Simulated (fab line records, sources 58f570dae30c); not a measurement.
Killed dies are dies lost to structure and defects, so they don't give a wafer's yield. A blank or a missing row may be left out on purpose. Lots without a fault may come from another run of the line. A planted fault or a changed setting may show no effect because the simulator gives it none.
Which tool did it? | flow berkeley_cmos170 | 15 lots, 45 wafers sampled, at 5 steps of a route of 331

WHAT THE GAUGES READ, wafer by wafer
UCB170_GATE_THK_MEAS_02.
lot  | measured    | on            | GATE_OXIDE_THK (nm)
L716 | day 7 02:25 | film_metro-02 | 6.74 6.92 6.84
L717 | day 7 18:07 | film_metro-02 | 6.49 6.60 6.54
L718 | day 7 18:10 | film_metro-02 | 6.65 6.59 6.61
L719 | day 7 18:13 | film_metro-03 | 6.72 6.51 6.52
L720 | day 7 18:10 | film_metro-03 | 6.69 6.77 6.71
L721 | day 8 06:22 | film_metro-01 | 6.37 6.63 6.36
L722 | day 8 17:11 | film_metro-02 | 6.55 6.74 6.65
L723 | day 8 17:12 | film_metro-03 | 6.57 6.59 6.72
L725 | day 9 04:35 | film_metro-03 | 6.64 6.51 6.53
L726 | day 9 04:34 | film_metro-01 | 6.57 6.46 6.58
L727 | day 9 09:39 | film_metro-03 | 6.70 6.65 6.67
L728 | day 9 09:35 | film_metro-03 | 6.85 6.85 6.78
L729 | day 9 22:43 | film_metro-02 | 4.84 4.87 4.84
L730 | day 9 22:43 | film_metro-01 | 4.82 4.84 4.79
L732 | day 9 22:47 | film_metro-02 | 4.86 4.79 4.82

UCB170_GATE_CD_MEAS_90: target cd 350 nm.
lot  | measured     | on        | cd_nm (nm)
L716 | day 7 12:43  | cd_sem-02 | 349.4 350.8 349.5
L717 | day 8 03:10  | cd_sem-02 | 349.7 351.6 352.3
L718 | day 8 03:15  | cd_sem-01 | 350.2 349.4 349.7
L719 | day 8 03:41  | cd_sem-02 | 355.8 352.8 353.5
L720 | day 8 03:27  | cd_sem-02 | 348.7 349.8 351.9
L721 | day 8 15:41  | cd_sem-01 | 350.1 351.3 350.8
L722 | day 9 04:27  | cd_sem-02 | 349.6 347.4 348.9
L723 | day 9 04:15  | cd_sem-01 | 352.5 348.5 352.5
L725 | day 9 11:58  | cd_sem-02 | 349.6 349.8 348.7
L726 | day 9 12:08  | cd_sem-02 | 353.1 353.2 349.8
L727 | day 9 19:49  | cd_sem-02 | 349.4 351.3 348.1
L728 | day 9 19:57  | cd_sem-01 | 350.3 348.2 351.0
L729 | day 10 09:25 | cd_sem-02 | 350.5 351.6 348.7
L730 | day 10 09:32 | cd_sem-01 | 348.4 349.2 350.3
L732 | day 10 09:19 | cd_sem-02 | 349.4 352.3 350.5

UCB170_SILICIDE_THK_MEAS_03: measures by xrf.
lot  | measured     | on            | SILICIDE_TI_THK (nm)
L716 | day 8 06:50  | film_metro-01 | 29.3 29.2 29.8
L717 | day 8 19:06  | film_metro-01 | 29.7 30.0 30.4
L718 | day 8 19:52  | film_metro-01 | 29.2 29.7 29.6
L719 | day 8 20:43  | film_metro-01 | 28.9 29.4 29.2
L720 | day 8 20:16  | film_metro-03 | 29.5 29.6 29.2
L721 | day 9 09:37  | film_metro-04 | 29.8 29.5 29.7
L722 | day 9 21:07  | film_metro-01 | 29.6 29.5 29.6
L723 | day 9 21:35  | film_metro-01 | 29.9 29.2 30.0
L725 | day 10 05:29 | film_metro-01 | 29.5 29.3 29.8
L726 | day 10 05:45 | film_metro-04 | 29.7 30.2 29.6
L727 | day 10 15:57 | film_metro-03 | 29.7 29.8 29.9
L728 | day 10 15:47 | film_metro-01 | 29.4 29.4 29.6
L729 | day 11 03:47 | film_metro-01 | 29.7 29.4 29.3
L730 | day 11 04:07 | film_metro-04 | 29.3 29.7 29.4
L732 | day 11 03:37 | film_metro-01 | 28.9 29.1 29.2

WHICH TOOL RAN EACH LOT (tool, then ch and the chambers of the sampled wafers, then the start)
lot  | UCB170_GATE_OXIDATION_01     | UCB170_NLDD_STRIP_10
L716 | furnace-02 ch 0, day 7 00:51 | plasma_asher-03 ch 0,1, day 7 16:34
L717 | furnace-02 ch 0, day 7 16:37 | plasma_asher-03 ch 0,1, day 8 07:32
L718 | furnace-02 ch 0, day 7 16:37 | plasma_asher-01 ch 0,1, day 8 08:01
L719 | furnace-02 ch 0, day 7 16:37 | plasma_asher-03 ch 0,1, day 8 08:17
L720 | furnace-02 ch 0, day 7 16:37 | plasma_asher-02 ch 0,1, day 8 07:49
L721 | furnace-01 ch 0, day 8 04:52 | plasma_asher-01 ch 0,1, day 8 20:26
L722 | furnace-01 ch 0, day 8 15:41 | plasma_asher-01 ch 0,1, day 9 09:44
L723 | furnace-01 ch 0, day 8 15:41 | plasma_asher-03 ch 0,1, day 9 08:42
L725 | furnace-01 ch 0, day 9 03:04 | plasma_asher-02 ch 0,1, day 9 16:14
L726 | furnace-01 ch 0, day 9 03:04 | plasma_asher-03 ch 0,1, day 9 16:55
L727 | furnace-02 ch 0, day 9 08:05 | plasma_asher-01 ch 0, day 9 23:56
L728 | furnace-02 ch 0, day 9 08:05 | plasma_asher-03 ch 0,1, day 10 00:10
L729 | furnace-02 ch 0, day 9 21:13 | plasma_asher-01 ch 0, day 10 15:22
L730 | furnace-02 ch 0, day 9 21:13 | plasma_asher-02 ch 0,1, day 10 14:49
L732 | furnace-02 ch 0, day 9 21:13 | plasma_asher-01 ch 0,1, day 10 14:35
- UCB170_GATE_OXIDATION_01: target thk 6.6 nm, ox time 1800 s.
- UCB170_NLDD_STRIP_10: strips in O2.

WHAT THE TOOLS THEMSELVES READ (means of the sampled wafers that have a number; where no wafer has one, the mark that the record gives instead)
UCB170_GATE_OXIDATION_01.
lot  | tool       | spike_tc_centre_C (C) | spike_tc_load_C (C) | spike_tc_source_C (C) | tube_center_temp_C (C) | tube_center_temp_C_max | zone_power_source_pct (%)
L716 | furnace-02 | 852.7                 | 873.7               | 870.6                 | 849.95                 | 852.1                  | 24.1
L717 | furnace-02 | 852.8                 | 874.1               | 872.0                 | 850.00                 | 852.0                  | 24.3
L718 | furnace-02 | 852.3                 | 873.8               | 872.0                 | 850.02                 | 852.0                  | 24.3
L719 | furnace-02 | 852.0                 | 874.1               | 870.6                 | 849.97                 | 852.0                  | 24.2
L720 | furnace-02 | 852.4                 | 874.2               | 871.3                 | 849.96                 | 852.2                  | 24.1
L721 | furnace-01 | 852.2                 | 875.5               | 877.7                 | 850.07                 | 852.4                  | 28.4
L722 | furnace-01 | 853.0                 | 875.3               | 876.4                 | 850.01                 | 852.2                  | 28.2
L723 | furnace-01 | 853.0                 | 874.8               | 877.5                 | 850.00                 | 852.3                  | 27.9
L725 | furnace-01 | 852.8                 | 875.2               | 877.2                 | 849.94                 | 852.4                  | 27.9
L726 | furnace-01 | 852.0                 | 876.0               | 877.4                 | 850.01                 | 851.9                  | 28.0
L727 | furnace-02 | 853.2                 | 874.0               | 871.3                 | 850.00                 | 852.3                  | 24.3
L728 | furnace-02 | 852.6                 | 874.6               | 870.9                 | 850.03                 | 852.0                  | 24.5
L729 | furnace-02 | 828.3                 | 848.5               | 845.6                 | 825.02                 | 827.3                  | 22.9
L730 | furnace-02 | 828.9                 | 848.8               | 845.1                 | 824.98                 | 827.2                  | 22.9
L732 | furnace-02 | 826.1                 | 848.7               | 845.9                 | 825.10                 | 827.6                  | 22.4

UCB170_NLDD_STRIP_10.
lot  | tool            | drypump_motor_current_A (A) | o2_flow_sccm (sccm) | oes_product_au (a.u.) | strip_time_to_endpoint_s (s)
L716 | plasma_asher-03 | 5.97                        | 400.9               | 0.735                 | 21.60
L717 | plasma_asher-03 | 6.00                        | 400.3               | 0.732                 | 21.63
L718 | plasma_asher-01 | 6.25                        | 398.8               | 0.735                 | 21.68
L719 | plasma_asher-03 | 5.97                        | 401.3               | 0.733                 | 21.59
L720 | plasma_asher-02 | 6.49                        | 398.9               | 0.732                 | 21.60
L721 | plasma_asher-01 | 6.23                        | 399.3               | 0.735                 | 21.59
L722 | plasma_asher-01 | 6.24                        | 398.7               | 0.731                 | 21.61
L723 | plasma_asher-03 | 6.20                        | 399.8               | 0.733                 | 21.68
L725 | plasma_asher-02 | 6.42                        | 398.9               | 0.728                 | 21.68
L726 | plasma_asher-03 | 6.22                        | 400.6               | 0.735                 | 21.68
L727 | plasma_asher-01 | 6.19                        | 399.2               | 0.733                 | 21.52
L728 | plasma_asher-03 | 6.21                        | 400.2               | 0.735                 | 21.66
L729 | plasma_asher-01 | 6.19                        | 401.3               | 0.737                 | 21.61
L730 | plasma_asher-02 | 6.43                        | 400.1               | 0.736                 | 21.71
L732 | plasma_asher-01 | 6.33                        | 399.7               | 0.735                 | 21.63

THE ANSWER, worked out from the rows above alone
Rule: what is usual is taken from the lots themselves. Put in order of their means at a reading, lots are off if they are a third of the lots or fewer, leave a main group of 4 or more, and stand apart from it by a gap of 3 or more times the standard deviation of the main group's means; of several such gaps the widest counts. A main group whose means are all the same, to the digits that the tables above print for the reading, isn't used. A lot without any number at a reading at which 4 lots or more have one is off too. The other lots that the step has rows for count as sound. The gauges are gone through in route order, then the tools' own readings, and for those a lot's mean is taken as printed above. The first step at which some lot is off is used, and at that step the reading that is off furthest; a lot without a number counts as furthest.
Off: L729, L730, L732, at UCB170_GATE_THK_MEAS_02 (GATE_OXIDE_THK). The main group: mean 6.64 nm, standard deviation 0.11.
A tool fits if, at a process step before that reading, it ran every lot that is off, and no sound lot after the first of them. The gauges at UCB170_GATE_THK_MEAS_02 aren't tried: what is off there is off at UCB170_GATE_OXIDATION_01 too, on other tools, and a gauge's error can't cause that. One fits: furnace-02 at UCB170_GATE_OXIDATION_01. Its last sound lot is L727 (day 9 08:05), its first lot that is off L729 (day 9 21:13): a fault that began between those two fits.
The tool's own readings at UCB170_GATE_OXIDATION_01 bear it out: on the lots that are off they differ by more than 5 times the standard deviation of the sound lots' means. spike_tc_centre_C reads 827.8 C there against 852.6 C on the sound lots; spike_tc_load_C reads 848.7 C there against 874.6 C on the sound lots; spike_tc_source_C reads 845.5 C there against 873.7 C on the sound lots; tube_center_temp_C reads 825.03 C there against 850.00 C on the sound lots; tube_center_temp_C_max reads 827.4 there against 852.1 on the sound lots.

WHAT THE SIMULATOR HAD PUT IN
Process parameter drift: furnace-02, from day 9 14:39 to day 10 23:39, at UCB170_GATE_OXIDATION_01. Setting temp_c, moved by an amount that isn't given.
Lots struck among those shown: L729, L730, L732. The rule above found the same.
